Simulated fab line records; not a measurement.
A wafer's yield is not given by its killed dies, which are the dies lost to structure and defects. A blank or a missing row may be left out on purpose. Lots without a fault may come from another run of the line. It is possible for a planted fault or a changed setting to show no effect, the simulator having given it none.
Split-lot study | flow berkeleyCmos170 | 5 lots, 23 wafers read, on a route of 331 steps

== ON THE SPLIT ==
At UCB170_V1_PEB_10, the setting pebTempC was moved away from the recipe's 130 C on 10 of the 23 wafers read, by -2.0% to +1.0%. The other wafers ran this setting at the recipe's value.

== FROM THE SPLIT TO THE READING: what the file shows between them, 4 steps ==
- UCB170_V1_DEVELOP_11: develop time 45 s
- UCB170_V1_CD_MEAS_12: target cd 700 nm
- UCB170_V1_ETCH_14: etches SiO2 in CHF3/CF4/Ar, stops on Al, target depth 1250 nm, time 291 s
- UCB170_V1_STRIP_15: strips in O2

== THE READING ==
cdNm at UCB170_V1_CD_MEAS_90, given in nm (cd target 700 nm). Typical for fault-free wafers on this fab line: 700.2 nm, with standard deviation 1.6 nm.

wafer  | tool, chamber at the split | pebTempC as run, C | against the recipe | cdNm, nm | against lot-mates on the recipe
L074.1 | lithoTrack-01, 0           | 130                | recipe             | 701.0    | -
L074.2 | lithoTrack-01, 0           | 130                | recipe             | 701.6    | -
L074.6 | lithoTrack-01, 0           | 130                | recipe             | 701.9    | -
L076.2 | lithoTrack-01, 0           | 131.3              | +1.0%              | 708.2    | +7.2
L076.3 | lithoTrack-01, 0           | 131.3              | +1.0%              | 707.6    | +6.6
L076.4 | lithoTrack-01, 0           | 131.3              | +1.0%              | 710.1    | +9.1
L076.5 | lithoTrack-01, 0           | 130                | recipe             | 700.6    | -
L076.6 | lithoTrack-01, 0           | 130                | recipe             | 701.5    | -
L078.1 | lithoTrack-02, 0           | 128.6              | -1.1%              | 691.0    | -9.5
L078.2 | lithoTrack-02, 0           | 130                | recipe             | 699.9    | -
L078.4 | lithoTrack-02, 0           | 128.6              | -1.1%              | 690.9    | -9.6
L078.5 | lithoTrack-02, 0           | 130                | recipe             | 701.0    | -
L078.6 | lithoTrack-02, 0           | 128.6              | -1.1%              | 689.5    | -11.0
L082.1 | lithoTrack-01, 0           | 128.6              | -1.1%              | 690.7    | -10.3
L082.3 | lithoTrack-01, 0           | 130                | recipe             | 702.2    | -
L082.4 | lithoTrack-01, 0           | 128.6              | -1.1%              | 691.0    | -10.0
L082.5 | lithoTrack-01, 0           | 130                | recipe             | 699.2    | -
L082.6 | lithoTrack-01, 0           | 130                | recipe             | 701.6    | -
L083.1 | lithoTrack-03, 0           | 130                | recipe             | 700.9    | -
L083.2 | lithoTrack-03, 0           | 127.4              | -2.0%              | 681.5    | -19.9
L083.4 | lithoTrack-03, 0           | 127.4              | -2.0%              | 681.0    | -20.4
L083.5 | lithoTrack-03, 0           | 130                | recipe             | 701.4    | -
L083.6 | lithoTrack-03, 0           | 130                | recipe             | 701.9    | -

THE FIT
A straight line over all 23 wafers: cdNm changes by +9.27 nm for each +1% of pebTempC; r = +0.99; the points scatter about the line by 1.1 nm.
The same after taking each lot's own level away (the mean of its wafers on the recipe; 23 wafers): +9.23 nm for each +1%; r = +0.99; scatter 1 nm.
The reading moves by 18 nm for the largest change in pebTempC, on that fit.
From 700.45 to 701.50 nm: that is the span of the lots' own levels, equal to 0.7 times the standard deviation above.
The two slopes agree, so the slope changes little with the lot-to-lot level.
Check: -18.5 nm against its lot-mates is what the line predicts for one of the wafers moved furthest among these (-2.0%) when that wafer is left out of the fit. Against them it came out at -19.9 nm.

== FURTHER SPLITS ON THESE WAFERS ==
Before the reading, these wafers also passed through other splits. Each is held against what the fit with the lots' levels taken away leaves over:
other split on the same wafers      | wafers away from the commonest value | r with cdNm (lot level and that fit taken away)
UCB170_GATE_OXIDATION_01 tempC      | 15                                   | -0.25
UCB170_PLDD_COAT_01 resistThkNm     | 8                                    | -0.14
UCB170_NLDD_IMPLANT_09 doseCm2      | 8                                    | +0.01
UCB170_BACKSIDE_SOFTBAKE_02 timeS   | 9                                    | -0.07
UCB170_CONTACT_CVD_01 pressureMtorr | 15                                   | -0.15
UCB170_M1_SPUTTER_00 powerW         | 7                                    | -0.04
UCB170_M1_ETCH_11 pressureMtorr     | 18                                   | -0.21

== THE WHOLE CHAIN: every reading that the file lists as answering this split, in the file's order ==
step                 | what it does                                                              | reading                                                  | change (the file's fit)              | r (the file's)
UCB170_V1_CD_MEAS_12 | target cd 700 nm                                                          | cdNm                                                     | +9.32 nm for each +1% of the setting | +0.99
UCB170_V1_ETCH_14    | etches SiO2 in CHF3/CF4/Ar, stops on Al, target depth 1250 nm, time 291 s | V1.cdNm (the simulator's own value, which no gauge read) | +9.54 nm for each +1% of the setting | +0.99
UCB170_V1_CD_MEAS_90 | target cd 700 nm                                                          | cdNm                                                     | +9.53 nm for each +1% of the setting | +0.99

== FILE'S OWN FIT ==
cdNm changes by +9.53 nm for each +1% of pebTempC, r = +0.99.
